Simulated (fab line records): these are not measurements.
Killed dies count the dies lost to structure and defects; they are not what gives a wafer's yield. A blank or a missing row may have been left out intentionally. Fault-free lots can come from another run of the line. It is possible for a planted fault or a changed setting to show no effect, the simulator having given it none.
fab line records	flow rit_cmos
record lots=5	wafers=15	last_day=7
route steps=202 shown CONTACT@178 M1@184
lots untouched by any fault: they come from a run of this same line in which no faults occurred
start_h: hours from the record's first day to the start of the lot's first wafer shown	wait_h: hours from the lot's prior step to this one	" same as the row above	L1.1+2: several wafers, shown together as one row	- either no value or no given start	* or withheld: withheld	< > ~ a bound
route shown NAME@n: NAME is a module with steps in the file, n the number in the route of the first one	usual: mean/standard deviation of fault-free wafers	same: alike in all rows	chamber/n: place in a boat	sites: readings site by site	_std_site: standard deviation of those values	_edge_site: the outer-site mean with the inner-site mean subtracted	radius_mm: for every site, how far away it sits from the centre of the wafer	mask NAME#n: copy n	behind: the most recent tool/chamber to have shaped the wafer	hold: what put the lot on hold/how long, in hours/how the hold closed	device: which transistor (n, p or np) failed to switch	end of line: the same wafers' tests at the end of the route	a step given without rows: its recipe and nothing more	killed: dies lost to structure and defects at the first sort, not the wafer's yield	map: a wafer's dies, x killed, . not, _ none there
set.NAME: the setting that was run; set.NAME@STEP: the one run at that earlier step	model.NAME: the simulator's own value behind a step, which no gauge read
lots seen at some steps along the route; tables by step, rows by wafer
services: when a tool's chamber went out of use (start_h, in hours from the record's first day, below 0 if earlier), for how many hours, and the reason
## steps
# step RIT_CONTACT_HARDBAKE_10
# recipe resist=NOVOLAK	temp_c=140	time_s=60
# step RIT_CONTACT_ETCH_11
# recipe target_depth_a=4800	over_etch_frac=0.2	stop_on=TiSi2	chemistry=CHF3/CF4/Ar	target=SiO2	CHF3_flow_sccm=50	cf4_flow_sccm=10	Ar_flow_sccm=100	O2_flow_sccm=5	pressure_mtorr=100	rf_w=200	time_s=320
# usual drypump_motor_current_A=6.0/0.49	oes_product_au=0.991/0.016	throttle_valve_pct=8.93/0.13
lot.wafer	tool	chamber	start_h	wait_h	drypump_motor_current_A	oes_product_au	rf_hours_counter_h	throttle_valve_pct
L324.2	rie_diel-03	3	71.10	0.1	6.5	0.991	110	8.94
L324.4	"	2	"	"	5.4	0.973	3	9.18
L324.5	"	1	"	"	6.2	0.998	-	8.91
L328.1	rie_diel-02	3	93.19	0.1	6.1	1.020	106	8.99
L328.5	"	3	"	"	6.1	1.028	-	8.98
L328.6	"	2	"	"	5.3	1.002	-	9.04
L334.1	rie_diel-03	1	122.88	0.1	6.2	0.991	53	8.91
L334.3	"	3	"	"	6.4	0.994	111	8.92
L334.4	"	2	"	"	5.4	0.979	-	9.18
L339.2	rie_diel-04	2	148.48	0.1	6.6	1.000	32	8.79
L339.3	"	0	"	"	5.8	1.003	0	8.94
L339.6	"	0	"	"	5.7	1.011	-	8.96
L341.3	rie_diel-03	3	159.83	0.1	6.4	0.988	112	8.94
L341.4	"	2	"	"	5.4	0.980	5	9.19
L341.5	"	2	"	"	5.4	0.982	-	9.18
# step RIT_CONTACT_STRIP_12
# recipe chemistry=O2	time_s=180	resist=NOVOLAK	platen_temp_c=withheld	power_w=500	pressure_mtorr=4000	o2_flow_sccm=4000
# usual drypump_motor_current_A=5.8/0.31	o2_flow_sccm=4000/11
lot.wafer	tool	chamber	start_h	wait_h	drypump_motor_current_A	o2_flow_sccm	rf_hours_counter_h
L324.2	plasma_asher-02	1	71.30	0.1	5.9	4005	43
L324.4	"	1	"	"	5.9	3996	-
L324.5	"	0	"	"	6.2	4017	-
L328.1	plasma_asher-02	0	93.38	0.1	6.2	3998	45
L328.5	"	0	"	"	6.2	4001	-
L328.6	"	1	"	"	5.9	4005	-
L334.1	plasma_asher-04	1	123.08	0.1	5.6	4012	47
L334.3	"	1	"	"	5.6	4007	-
L334.4	"	0	"	"	5.4	3996	-
L339.2	plasma_asher-04	0	148.67	0.1	5.4	4000	49
L339.3	"	0	"	"	5.4	4003	-
L339.6	"	1	"	"	5.6	3998	-
L341.3	plasma_asher-03	1	160.08	0.2	5.3	4007	-
L341.4	"	0	"	"	6.0	4013	-
L341.5	"	1	"	"	5.3	3993	-
# step RIT_CONTACT_CD_MEAS_90
# recipe target_cd_nm=1000
# usual cd_nm=999.4/2.1
lot.wafer	tool	chamber	start_h	wait_h	cd_nm
L324.2	cd_sem-01	-	71.49	0.1	999.5
L324.4	"	-	"	"	998.9
L324.5	"	-	"	"	1000.1
L328.1	cd_sem-01	-	93.56	0.1	995.5
L328.5	"	-	"	"	997.6
L328.6	"	-	"	"	1000.2
L334.1	cd_sem-02	-	123.25	0.1	1000.5
L334.3	"	-	"	"	999.7
L334.4	"	-	"	"	997.7
L339.2	cd_sem-02	-	148.87	0.1	1000.1
L339.3	"	-	"	"	1000.9
L339.6	"	-	"	"	999.7
L341.3	cd_sem-01	-	160.24	0.1	1001.2
L341.4	"	-	"	"	1001.2
L341.5	"	-	"	"	1002.0
# step RIT_CONTACT_CLEAN_13
# recipe chemistry=SC1	mix=3:3:50	time_s=600	temp_c=75
# step RIT_CONTACT_CLEAN_14
# recipe chemistry=SC2	mix=3:3:50	time_s=600	temp_c=75	dry=n2_spin
# step RIT_M1_SPUTTER_00
# recipe material=Al	target_thk_nm=400	power_w=2000	chamber_pressure_pa=0.4	gas=Ar	time_s=500	substrate_temp_c=25
# usual throttle_valve_pct=30.3/0.74
lot.wafer	tool	chamber	start_h	wait_h	throttle_valve_pct
L324.2	pvd_sputter-01	-	71.96	0.0	29.9
L324.4	"	-	"	"	30.3
L324.5	"	-	"	"	30.5
L328.1	pvd_sputter-03	-	94.03	0.0	31.1
L328.5	"	-	"	"	30.6
L328.6	"	-	"	"	30.2
L334.1	pvd_sputter-01	-	123.75	0.0	30.3
L334.3	"	-	"	"	29.9
L334.4	"	-	"	"	30.5
L339.2	pvd_sputter-02	-	149.33	0.0	31.2
L339.3	"	-	"	"	29.8
L339.6	"	-	"	"	30.0
L341.3	pvd_sputter-02	-	160.69	0.0	30.2
L341.4	"	-	"	"	31.5
L341.5	"	-	"	"	29.6
# step RIT_M1_RS_MEAS_01
# recipe thk_meas_gauge=four-point-probe	reads=Al_of_M1_SPUTTER_00
# usual M1_AL_RS=0.0735/0.00066
lot.wafer	tool	chamber	start_h	wait_h	M1_AL_RS[ohm/sq]
L324.2	film_metro-02	-	72.27	0.2	0.0733
L324.4	"	-	"	"	0.0738
L324.5	"	-	"	"	0.0736
L328.1	film_metro-03	-	94.32	0.1	0.0737
L328.5	"	-	"	"	0.0730
L328.6	"	-	"	"	0.0730
L334.1	film_metro-03	-	124.05	0.1	0.0734
L334.3	"	-	"	"	0.0726
L334.4	"	-	"	"	0.0740
L339.2	film_metro-01	-	149.65	0.2	0.0742
L339.3	"	-	"	"	0.0741
L339.6	"	-	"	"	0.0742
L341.3	film_metro-02	-	161.02	0.2	0.0731
L341.4	"	-	"	"	0.0728
L341.5	"	-	"	"	0.0735
# step RIT_M1_THK_MEAS_02
# recipe thk_meas_gauge=xrf	reads=Al_of_M1_SPUTTER_00
# usual M1_AL_THK=399/3.7
lot.wafer	tool	chamber	start_h	wait_h	M1_AL_THK[nm]
L324.2	film_metro-02	-	72.38	0.1	398
L324.4	"	-	"	"	395
L324.5	"	-	"	"	399
L328.1	film_metro-03	-	94.44	0.1	397
L328.5	"	-	"	"	401
L328.6	"	-	"	"	398
L334.1	film_metro-03	-	124.17	0.1	395
L334.3	"	-	"	"	400
L334.4	"	-	"	"	394
L339.2	film_metro-01	-	149.76	0.1	398
L339.3	"	-	"	"	399
L339.6	"	-	"	"	400
L341.3	film_metro-02	-	161.12	0.1	401
L341.4	"	-	"	"	400
L341.5	"	-	"	"	398
# step RIT_M1_HMDS_03
# recipe prime_time_s=60	prime_temp_c=140
# step RIT_M1_COAT_04
# recipe resist=NOVOLAK	spin_rpm=2000	resist_thk_nm=1300
# step RIT_M1_SOFTBAKE_05
# recipe resist=NOVOLAK	temp_c=90	time_s=60
# step RIT_M1_EXPOSE_06
# recipe mask_id=M12	na=0.6	source_shape=conventional	sigma_outer=0.5	target_cd_nm=2600	dose_mj=250
lot.wafer	tool	chamber	start_h	wait_h	mask
L324.2+4+5	iline_stepper-01	0	72.90	0.1	M12_R1#0
L328.1+5+6	iline_stepper-01	0	94.95	0.1	M12#0
L334.1+3+4	iline_stepper-02	0	124.80	0.2	M12#0
L339.2+3+6	iline_stepper-02	0	150.28	0.1	M12#0
L341.3+4+5	iline_stepper-02	0	161.77	0.2	M12#0
# step RIT_M1_PEB_07
# recipe resist=NOVOLAK	temp_c=withheld	time_s=withheld
# step RIT_M1_DEVELOP_08
# recipe resist=NOVOLAK	develop_time_s=68	dev_temp_c=23
# step RIT_M1_CD_MEAS_09
# recipe target_cd_nm=2600
# usual cd_nm=2601.0/2.7
lot.wafer	tool	chamber	start_h	wait_h	cd_nm
L324.2	cd_sem-01	-	73.33	-	2750.6
L324.4	"	-	"	"	2750.5
L324.5	"	-	"	"	2750.2
L328.1	cd_sem-02	-	95.38	-	2602.4
L328.5	"	-	"	"	2602.5
L328.6	"	-	"	"	2602.6
L334.1	cd_sem-02	-	125.34	-	2598.9
L334.3	"	-	"	"	2598.0
L334.4	"	-	"	"	2599.5
L339.2	cd_sem-01	-	150.71	-	2601.3
L339.3	"	-	"	"	2602.2
L339.6	"	-	"	"	2603.1
L341.3	cd_sem-01	-	162.20	-	2600.8
L341.4	"	-	"	"	2602.1
L341.5	"	-	"	"	2601.0
# step RIT_M1_OVL_MEAS_10
# usual M1_OVL=0.2/1.2
lot.wafer	tool	chamber	start_h	wait_h	M1_OVL[nm]
L324.2	overlay-02	-	73.44	0.1	0.2
L324.4	"	-	"	"	1.7
L324.5	"	-	"	"	-0.9
L328.1	overlay-02	-	95.50	0.1	1.3
L328.5	"	-	"	"	1.4
L328.6	"	-	"	"	0.7
L334.1	overlay-01	-	125.46	0.1	0.6
L334.3	"	-	"	"	0.2
L334.4	"	-	"	"	0.4
L339.2	overlay-02	-	150.81	0.1	-0.5
L339.3	"	-	"	"	-1.4
L339.6	"	-	"	"	-1.3
L341.3	overlay-01	-	162.30	0.1	-0.2
L341.4	"	-	"	"	-0.8
L341.5	"	-	"	"	-1.0
# step RIT_M1_HARDBAKE_11
# recipe resist=NOVOLAK	temp_c=140	time_s=120
# step RIT_M1_METAL_ETCH_12
# recipe stop_on=SiO2	chemistry=Cl2/BCl3	target=Al	time_s=165	over_etch_frac=0.5	pressure_mtorr=100	target_depth_a=6000	rf_w=250	Cl2_flow_sccm=60	bcl3_flow_sccm=50
# usual drypump_motor_current_A=5.9/0.47	oes_product_au=0.774/0.011	throttle_valve_pct=8.24/0.14
lot.wafer	tool	chamber	start_h	wait_h	drypump_motor_current_A	oes_product_au	rf_hours_counter_h	throttle_valve_pct	model.M1.cd_nm
L324.2	rie_metal-04	1	73.72	0.2	5.3	0.768	1	8.05	2751
L324.4	"	0	"	"	6.2	0.765	-	8.17	2751
L324.5	"	1	"	"	5.4	0.766	-	8.04	2751
L328.1	rie_metal-01	0	95.79	0.2	5.9	0.783	37	8.41	2602
L328.5	"	0	"	"	6.0	0.785	-	8.41	2602
L328.6	"	0	"	"	5.9	0.789	-	8.41	2602
L334.1	rie_metal-01	1	125.75	0.2	6.7	0.788	35	8.30	2600
L334.3	"	0	"	"	5.9	0.791	-	8.41	2598
L334.4	"	1	"	"	6.7	0.789	-	8.32	2601
L339.2	rie_metal-02	0	151.09	0.2	5.3	0.775	3	8.39	2600
L339.3	"	1	"	"	6.2	0.769	-	8.14	2601
L339.6	"	0	"	"	5.4	0.774	-	8.40	2601
L341.3	rie_metal-04	1	162.63	0.2	5.4	0.780	-	8.05	2602
L341.4	"	0	"	"	6.3	0.771	-	8.14	2603
L341.5	"	0	"	"	6.3	0.772	-	8.17	2602
# step RIT_M1_STRIP_13
# recipe chemistry=nmp	resist=NOVOLAK	temp_c=80	time_s=600	dry=n2_spin
# step RIT_M1_PROBE_99
# usual defect_limited_yield=97.5/1.2	killed_at_contacts=0.1/0.32	killed_at_front_end=6/3.1	killed_dies=7/3.2	killed_open=3.1/1.9	killed_short=3.5/2.2	sort_bin_3_pad_short=0.2/0.24	sort_bin_5_function=1.5/0.86	sort_bin_6_memory=0.9/0.59	sort_n_pass=257/3.2	sort_yield_pct=97.5/1.2
# same gross_dies=264	killed_at_M0_to_M3=0	killed_at_M4_up=0	killed_at_back_side=0	killed_at_other=0
lot.wafer	tool	chamber	start_h	wait_h	defect_limited_yield[%]	killed_at_contacts	killed_at_front_end	killed_dies	killed_open	killed_short	sort_bin_3_pad_short[%]	sort_bin_5_function[%]	sort_bin_6_memory[%]	sort_n_pass	sort_yield_pct[%]	model.etest.m1.width_nm
L324.2	prober-01	-	76.02	0.1	99.2	0	2	2	1	1	0	0.4	0.4	262	99.2	2749
L324.4	prober-01	-	76.12	0.2	98.5	0	4	4	0	4	0	1.5	0	260	98.5	2746
L324.5	prober-01	-	76.17	0.2	97.0	0	8	8	4	4	0	1.5	1.5	256	97.0	2748
L328.1	prober-01	-	98.20	0.1	97.0	0	8	8	3	5	0	1.9	1.1	256	97.0	2602
L328.5	prober-01	-	98.40	0.2	98.1	0	5	5	2	3	0.4	1.5	0	259	98.1	2609
L328.6	prober-01	-	98.45	0.2	98.5	1	3	4	1	3	0.4	0.8	0.4	260	98.5	2608
L334.1	prober-01	-	128.00	0.1	96.2	0	10	10	5	5	0	2.7	1.1	254	96.2	2608
L334.3	prober-01	-	128.10	0.2	98.1	0	5	5	2	3	0	1.1	0.8	259	98.1	2592
L334.4	prober-01	-	128.15	0.2	98.1	0	5	5	3	2	0	1.1	0.8	259	98.1	2600
L339.2	prober-02	-	153.40	0.1	98.1	0	5	5	3	2	0.4	1.5	0	259	98.1	2600
L339.3	prober-02	-	153.45	0.2	97.7	0	6	6	2	4	0.4	1.1	0.8	258	97.7	2598
L339.6	prober-02	-	153.60	0.2	99.2	0	2	2	2	0	0	0.4	0.4	262	99.2	2605
L341.3	prober-02	-	164.92	0.2	96.6	1	8	9	4	5	0.4	1.1	1.9	255	96.6	2599
L341.4	prober-02	-	164.97	0.2	96.2	1	9	10	3	7	0	2.7	1.1	254	96.2	2607
L341.5	prober-02	-	165.02	0.2	98.1	0	5	5	2	3	0	1.1	0.8	259	98.1	2601
# killed by level:class
L324.2 GATE:geometric_particle:short=1 SILICIDE:geometric_particle:open=1
L324.4 SPACER:geometric_particle:short=2 GATE:geometric_particle:short=1 SILICIDE:geometric_particle:short=1
L324.5 GATE:geometric_particle:open=3 GATE:geometric_particle:short=2 SPACER:geometric_particle:short=2 SPACER:geometric_particle:open=1
L328.1 SILICIDE:geometric_particle:open=3 FOX1:geometric_particle:short=1 GATE:geometric_particle:short=1 REOX:geometric_particle:short=1 SPACER:geometric_particle:short=1 SILICIDE:geometric_particle:short=1
L328.5 GATE:geometric_particle:short=2 FOX1:geometric_particle:open=1 FOX1:geometric_particle:short=1 GATE:geometric_particle:open=1
L328.6 FOX1:geometric_particle:short=1 GATE:geometric_particle:open=1 SPACER:geometric_particle:short=1 CONTACT:geometric_particle:short=1
L334.1 GATE:geometric_particle:short=3 REOX:geometric_particle:open=2 FOX1:geometric_particle:open=1 GATE:geometric_particle:open=1 SILICIDE:geometric_particle:short=1 SILICIDE:geometric_particle:open=1 STARTING-WAFER:geometric_particle:short=1
L334.3 SILICIDE:geometric_particle:short=3 FOX1:geometric_particle:open=1 GATE:geometric_particle:open=1
L334.4 GATE:geometric_particle:open=2 FOX1:geometric_particle:short=1 FOX2:geometric_particle:short=1 SPACER:geometric_particle:open=1
L339.2 GATE:geometric_particle:open=2 FOX1:geometric_particle:short=1 GATE:geometric_particle:short=1 REOX:geometric_particle:open=1
L339.3 REOX:geometric_particle:short=2 FOX1:geometric_particle:short=1 GATE:geometric_particle:short=1 GATE:geometric_particle:open=1 SPACER:geometric_particle:open=1
L339.6 GATE:geometric_particle:open=2
L341.3 GATE:geometric_particle:short=4 FOX1:geometric_particle:open=1 GATE:geometric_particle:open=1 SPACER:geometric_particle:open=1 SPACER:geometric_particle:short=1 CONTACT:geometric_particle:open=1
L341.4 FOX1:geometric_particle:short=2 FOX2:geometric_particle:short=2 GATE:geometric_particle:short=2 GATE:geometric_particle:open=2 SPACER:geometric_particle:open=1 CONTACT:geometric_particle:short=1
L341.5 GATE:geometric_particle:short=3 GATE:geometric_particle:open=1 SPACER:geometric_particle:open=1
## services
tool	chamber	start_h	hours	kind
plasma_asher-04	-	49.04	2.8	pm
pvd_sputter-01	-	53.00	2.6	repair
pvd_sputter-03	-	68.93	4.9	repair
iline_stepper-01	-	77.36	6.5	repair
pvd_sputter-02	-	81.01	1.1	repair
plasma_asher-04	-	85.90	2.0	repair
rie_metal-01	1	86.08	21.7	repair
rie_metal-02	1	86.76	3.3	repair
pvd_sputter-03	-	87.88	5.0	repair
plasma_asher-04	-	89.52	2.1	repair
rie_diel-02	-	92.53	0.3	repair
rie_diel-02	2	95.01	11.4	repair
iline_stepper-01	0	99.70	-	calibration
rie_diel-03	3	101.35	5.6	repair
rie_diel-03	0	104.54	33.8	repair
iline_stepper-01	-	107.67	1.7	pm
rie_diel-03	1	125.62	6.0	repair
rie_diel-03	-	131.92	1.6	repair
rie_diel-03	1	135.44	12.9	repair
rie_metal-01	-	136.12	20.0	pm
rie_metal-01	0	136.12	20.0	vent_cycle
rie_metal-01	1	136.12	20.0	vent_cycle
rie_diel-03	-	142.66	0.8	repair
iline_stepper-02	-	147.81	1.7	pm
## key
first_sign step=RIT_M1_EXPOSE_06	reading=mask	direction=changed
effect step=RIT_M1_CD_MEAS_09	reading=cd_nm	direction=up	sigmas=55	usual=2601.0	struck=2750.4
model_effect step=RIT_M1_METAL_ETCH_12	value=M1.cd_nm	without=2601	struck=2751
model_effect step=RIT_M1_PROBE_99	value=etest.m1.width_nm	without=2597	struck=2747
met_at RIT_M1_EXPOSE_06
struck_wafers L324.2,L324.4,L324.5
fault kind=wrong_mask	tool=any	chamber=-	onset_h=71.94	steps=RIT_M1_EXPOSE_06	aux_copy=M12_R1#0	cd_offset_nm=150	scope=struck_lots_only
